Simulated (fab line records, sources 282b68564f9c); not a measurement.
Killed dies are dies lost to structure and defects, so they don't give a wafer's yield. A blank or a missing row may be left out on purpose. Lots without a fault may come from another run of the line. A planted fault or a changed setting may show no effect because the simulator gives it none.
Which tool did it? | flow rit_cmos | 12 lots, 36 wafers sampled, at 2 steps of a route of 202

WHAT THE GAUGES READ, wafer by wafer
RIT_CONTACT_CD_MEAS_08: target cd 1000 nm. Usual: cd_nm 999.7 nm, standard deviation 2.1.
lot  | measured    | on        | cd_nm (nm)           | flag
L194 | day 3 05:35 | cd_sem-02 | 994.3 996.4 996.9    |
L195 | day 3 08:43 | cd_sem-01 | 1001.0 1001.0 998.6  |
L196 | day 3 13:01 | cd_sem-02 | 1000.7 1001.6 999.4  |
L197 | day 3 20:19 | cd_sem-02 | 1000.0 1000.0 1000.9 |
L198 | day 4 03:56 | cd_sem-01 | 996.9 1001.0 999.5   |
L199 | day 4 06:37 | cd_sem-02 | 998.0 999.1 1002.5   |
L203 | day 5 10:14 | cd_sem-02 | 987.7 988.7 989.4    | OFF
L206 | day 5 18:19 | cd_sem-01 | 992.5 991.2 992.0    | OFF
L209 | day 6 11:25 | cd_sem-01 | 998.9 999.1 999.5    |
L214 | day 7 08:11 | cd_sem-02 | 1000.2 1000.4 998.5  |
L216 | day 7 19:10 | cd_sem-01 | 994.7 996.6 996.4    |
L217 | day 7 22:36 | cd_sem-01 | 1004.5 1001.9 1002.4 |

WHICH TOOL RAN EACH LOT (tool, then ch and the chambers of the sampled wafers, then the start)
lot  | RIT_CONTACT_DEVELOP_07
L194 | litho_track-04 ch 0, day 3 05:00
L195 | litho_track-01 ch 0, day 3 08:00
L196 | litho_track-01 ch 0, day 3 12:00
L197 | litho_track-01 ch 0, day 3 20:00
L198 | litho_track-03 ch 0, day 4 03:00
L199 | litho_track-04 ch 0, day 4 06:00
L203 | litho_track-04 ch 0, day 5 09:00
L206 | litho_track-04 ch 0, day 5 18:00
L209 | litho_track-03 ch 0, day 6 11:00
L214 | litho_track-03 ch 0, day 7 07:00
L216 | litho_track-01 ch 0, day 7 18:00
L217 | litho_track-01 ch 0, day 7 22:00
- RIT_CONTACT_DEVELOP_07: develop time 120 s.

WHAT THE TOOLS THEMSELVES READ (means of the sampled wafers that have a number; where no wafer has one, the mark that the record gives instead)
RIT_CONTACT_DEVELOP_07. Usual: developer_temp_C 23.00 C, standard deviation 0.1; resist_line_temp_C 23.02 C, standard deviation 0.098.
lot  | tool           | developer_temp_C (C) | resist_line_temp_C (C) | flag
L194 | litho_track-04 | 22.99                | 22.94                  |
L195 | litho_track-01 | 22.86                | 23.15                  |
L196 | litho_track-01 | 23.10                | 22.94                  |
L197 | litho_track-01 | 22.95                | 22.99                  |
L198 | litho_track-03 | 23.02                | 22.98                  |
L199 | litho_track-04 | 22.90                | 23.11                  |
L203 | litho_track-04 | 25.30                | 23.00                  | OFF
L206 | litho_track-04 | 25.41                | 23.04                  | OFF
L209 | litho_track-03 | 22.97                | 23.10                  |
L214 | litho_track-03 | 22.87                | 23.02                  |
L216 | litho_track-01 | 22.98                | 22.99                  |
L217 | litho_track-01 | 23.04                | 23.11                  |

THE ANSWER, worked out from the rows above alone
Rule: a lot is off if the mean of its wafers that have a number lies more than 3 standard deviations from the usual mean. A lot without any number at a reading at which 4 lots or more have one is off too. The other lots that the step has rows for count as sound. The gauges are gone through in route order, then the tools' own readings, and for those a lot's mean is taken as printed above. The first step at which some lot is off is used, and at that step the reading that is off furthest; a lot without a number counts as furthest.
Off: L203, L206, at RIT_CONTACT_CD_MEAS_08 (cd_nm).
A tool fits if, at a process step before that reading, it ran every lot that is off, and no sound lot after the first of them. The gauges at RIT_CONTACT_CD_MEAS_08 aren't tried: what is off there is off at RIT_CONTACT_DEVELOP_07 too, on other tools, and a gauge's error can't cause that. One fits: litho_track-04 at RIT_CONTACT_DEVELOP_07. Its last sound lot is L199 (day 4 06:00), its first lot that is off L203 (day 5 09:00): a fault that began between those two fits.
The tool's own readings at RIT_CONTACT_DEVELOP_07 bear it out: on the lots that are off they differ by more than 5 times the standard deviation of the sound lots' means. developer_temp_C reads 25.36 C there against 22.97 C on the sound lots.

WHAT THE SIMULATOR HAD PUT IN
Process parameter drift: litho_track-04, from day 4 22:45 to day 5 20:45, at RIT_CONTACT_DEVELOP_07. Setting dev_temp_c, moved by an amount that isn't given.
Lots struck among those shown: L203, L206. The rule above found the same.
